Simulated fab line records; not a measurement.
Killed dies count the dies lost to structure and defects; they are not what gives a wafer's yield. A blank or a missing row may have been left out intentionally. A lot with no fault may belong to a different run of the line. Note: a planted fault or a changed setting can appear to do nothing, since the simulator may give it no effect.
Split-lot trial + flow berkeley-cmos170 + route with 331 steps; 5 lots, 23 wafers read

ON THE SPLIT
At UCB170_M1_SPUTTER_00 (material Al, target thk 600 nm, time 80 s), the setting power-w was moved away from the recipe's 6000 W on 11 of the 23 wafers read, by +3.1% to +11.7%. The other wafers ran this setting at the recipe's value.

FROM THE SPLIT TO THE READING: what the file shows between them, 2 steps
- UCB170_M1_RS_MEAS_01: measures by four-point-probe
- UCB170_M1_THK_MEAS_02: measures by xrf

THE READING
oes-product-au, in a.u., at UCB170_M1_METAL_ETCH_12 (etches Al in Cl2/BCl3, stops on PSG, target depth 780 nm, time 130 s). Typical for fault-free wafers on this fab line: 0.850 a.u., with standard deviation 0.015 a.u.

| wafer  | tool, chamber at the split | power-w as run, W | against the recipe | oes-product-au, a.u. | against lot-mates on the recipe |
|--------|----------------------------|-------------------|--------------------|----------------------|---------------------------------|
| L079.1 | pvd-sputter-02, -          | 6185              | +3.1%              | 0.844                | +0.009                          |
| L079.2 | pvd-sputter-02, -          | 6000              | recipe             | 0.825                | -                               |
| L079.4 | pvd-sputter-02, -          | 6000              | recipe             | 0.836                | -                               |
| L079.5 | pvd-sputter-02, -          | 6185              | +3.1%              | 0.848                | +0.013                          |
| L079.6 | pvd-sputter-02, -          | 6000              | recipe             | 0.845                | -                               |
| L080.1 | pvd-sputter-02, -          | 6000              | recipe             | 0.837                | -                               |
| L080.2 | pvd-sputter-02, -          | 6699              | +11.7%             | 0.900                | +0.062                          |
| L080.3 | pvd-sputter-02, -          | 6000              | recipe             | 0.839                | -                               |
| L080.5 | pvd-sputter-02, -          | 6699              | +11.7%             | 0.902                | +0.064                          |
| L080.6 | pvd-sputter-02, -          | 6699              | +11.7%             | 0.896                | +0.058                          |
| L081.2 | pvd-sputter-02, -          | 6000              | recipe             | 0.854                | -                               |
| L081.3 | pvd-sputter-02, -          | 6387              | +6.5%              | 0.861                | +0.006                          |
| L081.4 | pvd-sputter-02, -          | 6000              | recipe             | 0.857                | -                               |
| L081.5 | pvd-sputter-02, -          | 6387              | +6.5%              | 0.896                | +0.041                          |
| L081.6 | pvd-sputter-02, -          | 6387              | +6.5%              | 0.875                | +0.020                          |
| L083.3 | pvd-sputter-02, -          | 6000              | recipe             | 0.847                | -                               |
| L083.5 | pvd-sputter-02, -          | 6000              | recipe             | 0.849                | -                               |
| L083.6 | pvd-sputter-02, -          | 6000              | recipe             | 0.859                | -                               |
| L085.2 | pvd-sputter-01, -          | 6624              | +10.4%             | 0.971                | +0.093                          |
| L085.3 | pvd-sputter-01, -          | 6624              | +10.4%             | 0.941                | +0.063                          |
| L085.4 | pvd-sputter-01, -          | 6000              | recipe             | 0.855                | -                               |
| L085.5 | pvd-sputter-01, -          | 6624              | +10.4%             | 0.922                | +0.044                          |
| L085.6 | pvd-sputter-01, -          | 6000              | recipe             | 0.901                | -                               |

THE FIT
A straight line over all 23 wafers: oes-product-au changes by +0.00617 a.u. for each +1% of power-w; r = +0.79; the points scatter about the line by 0.023 a.u.
The same after taking each lot's own level away (the mean of its wafers on the recipe; 23 wafers): +0.00556 a.u. for each +1%; r = +0.89; scatter 0.014 a.u.
Per that fit: largest power-w move, reading shift of 0.065 a.u.
The span of the lots' own levels, 0.8353 to 0.8780 a.u., comes to 2.8 times the standard deviation stated above.
So the lot-to-lot level blurs the effect unless lot-mates are compared.
Check: +0.0633 a.u. against its lot-mates is what the line predicts for one of the wafers moved furthest among these (+11.7%) when that wafer is left out of the fit. It came out at +0.062 a.u. against them.

OTHER SPLITS APPLIED TO THESE WAFERS
Note: prior to the reading, these wafers also went through further splits. Each is held against what the fit with the lots' levels taken away leaves over:
| other split on the same wafers       | wafers away from the commonest value | r with oes-product-au (lot level and that fit taken away) |
|--------------------------------------|--------------------------------------|-----------------------------------------------------------|
| UCB170_PSD_IMPLANT_08 energy-kev     | 12                                   | -0.43                                                     |
| UCB170_SILICIDE_SPUTTER_01 power-w   | 9                                    | -0.10                                                     |
| UCB170_CONTACT_CVD_01 ph3-flow-sccm  | 18                                   | +0.14                                                     |
| UCB170_CONTACT_COAT_10 resist-thk-nm | 11                                   | -0.09                                                     |

THE WHOLE CHAIN: every reading that the file lists as answering this split, in the file's order
| step                    | what it does                                                         | reading                                                                     | change (the file's fit)                   | r (the file's) |
|-------------------------|----------------------------------------------------------------------|-----------------------------------------------------------------------------|-------------------------------------------|----------------|
| UCB170_M1_SPUTTER_00    | material Al, target thk 600 nm, time 80 s                            | Al_of_M1_SPUTTER_00.thk-nm (the simulator's own value, which no gauge read) | +6.15 nm for each +1% of the setting      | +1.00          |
| UCB170_M1_RS_MEAS_01    | measures by four-point-probe                                         | M1_AL_RS                                                                    | -0.000456 for each +1% of the setting     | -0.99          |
| UCB170_M1_THK_MEAS_02   | measures by xrf                                                      | M1_AL_THK                                                                   | +6.31 for each +1% of the setting         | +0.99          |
| UCB170_M1_METAL_ETCH_12 | etches Al in Cl2/BCl3, stops on PSG, target depth 780 nm, time 130 s | oes-product-au                                                              | +0.00536 a.u. for each +1% of the setting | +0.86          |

FILE'S OWN FIT
oes-product-au changes by +0.00536 a.u. for each +1% of power-w, r = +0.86.
